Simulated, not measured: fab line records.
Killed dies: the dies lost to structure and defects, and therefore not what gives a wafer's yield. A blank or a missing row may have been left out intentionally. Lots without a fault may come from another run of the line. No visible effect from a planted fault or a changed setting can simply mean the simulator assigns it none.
Comparing a struck lot with a sound one    flow rit_cmos    15 out of 202 route steps
Sound: these wafers, L468.4, L468.5, L468.6. Struck: wafers L487.3, L487.4, L487.5. The cause is given at the end.
Per side, at each step with rows, come the tool, then ch with its chambers, and then its first start. Under that, the readings that differ: sound wafers    struck wafers    difference of the means    sigmas: that difference in standard deviations of wafers without a fault.
alike: readings with means less than 2 such deviations apart, plus words and numbers identical on both sides. not compared: withheld readings, readings lacking a value on some wafer, bounds such as >300 that could conceal the same value, and numbers that have no deviation in the record and whose values overlap.
A row with sigmas, a row that says differs or no value, or rows on one side alone: a step with any of these is where the two part. Numbers that have no deviation but don't overlap get no sigmas and don't part them. Lack of a reading on every wafer of one side parts them only where that side has two or more wafers.

RIT_ACTIVE_THK_MEAS_02:
  sound on film_metro-03, day 1 12:33; struck on film_metro-02, day 5 11:04
  alike: ACTIVE_OXIDE_THK
then, 1 step without rows for these wafers: RIT_ACTIVE_CVD_03 (deposits Si3N4 from SiH2Cl2/NH3, target thk 150 nm, time 1500 s).
RIT_ACTIVE_THK_MEAS_04:
  sound on film_metro-03, day 1 14:01; struck on film_metro-02, day 5 12:33
  alike: ACTIVE_NITRIDE_THK
then, 6 steps without rows for these wafers: RIT_ACTIVE_HMDS_05 (prime time 60 s); RIT_ACTIVE_COAT_06 (resist thk 1000 nm); RIT_ACTIVE_SOFTBAKE_07 (time 60 s); RIT_ACTIVE_EXPOSE_08 (exposes mask M1, target cd 1400 nm); RIT_ACTIVE_PEB_09; RIT_ACTIVE_DEVELOP_10 (develop time 50 s).
RIT_ACTIVE_CD_MEAS_11: target cd 1400 nm.
  sound on cd_sem-01, day 1 15:10; struck on cd_sem-01, day 5 13:36
  alike: cd_nm
then, 1 step without rows for these wafers: RIT_ACTIVE_HARDBAKE_12 (time 60 s).
RIT_ACTIVE_ETCH_13: etches Si3N4 in SF6, stops on SiO2, time 210 s, target depth 210 nm.
  sound on rie_diel-02 ch 0,1,3, day 1 15:23; struck on rie_diel-04 ch 0,1,3, day 5 13:50
  alike: drypump_motor_current_A, oes_product_au, throttle_valve_pct
  not compared: rf_hours_counter_h
RIT_ACTIVE_STRIP_14: strips in O2, time 180 s.
  sound on plasma_asher-03 ch 0,1, day 1 15:34; struck on plasma_asher-04 ch 0,1, day 5 14:02
reading                         sound           struck          difference  sigmas
chamber_pressure_mTorr (mTorr)  3995 3998 4009  4806 4803 4799  +802        +99 or more
  alike: drypump_motor_current_A
  not compared: rf_hours_counter_h
RIT_ACTIVE_CD_MEAS_90: target cd 1400 nm.
  sound on cd_sem-01, day 1 15:45; struck on cd_sem-01, day 5 14:11
  alike: cd_nm
RIT_M1_PROBE_99:
  sound on prober-01, day 3 10:56; struck on prober-01, day 7 09:01
  alike: killed_at_front_end, killed_dies, killed_open, killed_short

## WHERE THEY PART
At RIT_ACTIVE_STRIP_14 and nowhere else, as far as this record goes. Later steps at which nothing parts them and some readings are alike: RIT_ACTIVE_CD_MEAS_90, RIT_M1_PROBE_99.

WHY: the cause the simulator had injected
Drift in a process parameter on plasma_asher-04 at RIT_ACTIVE_STRIP_14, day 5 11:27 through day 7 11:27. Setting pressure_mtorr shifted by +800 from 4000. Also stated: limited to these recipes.
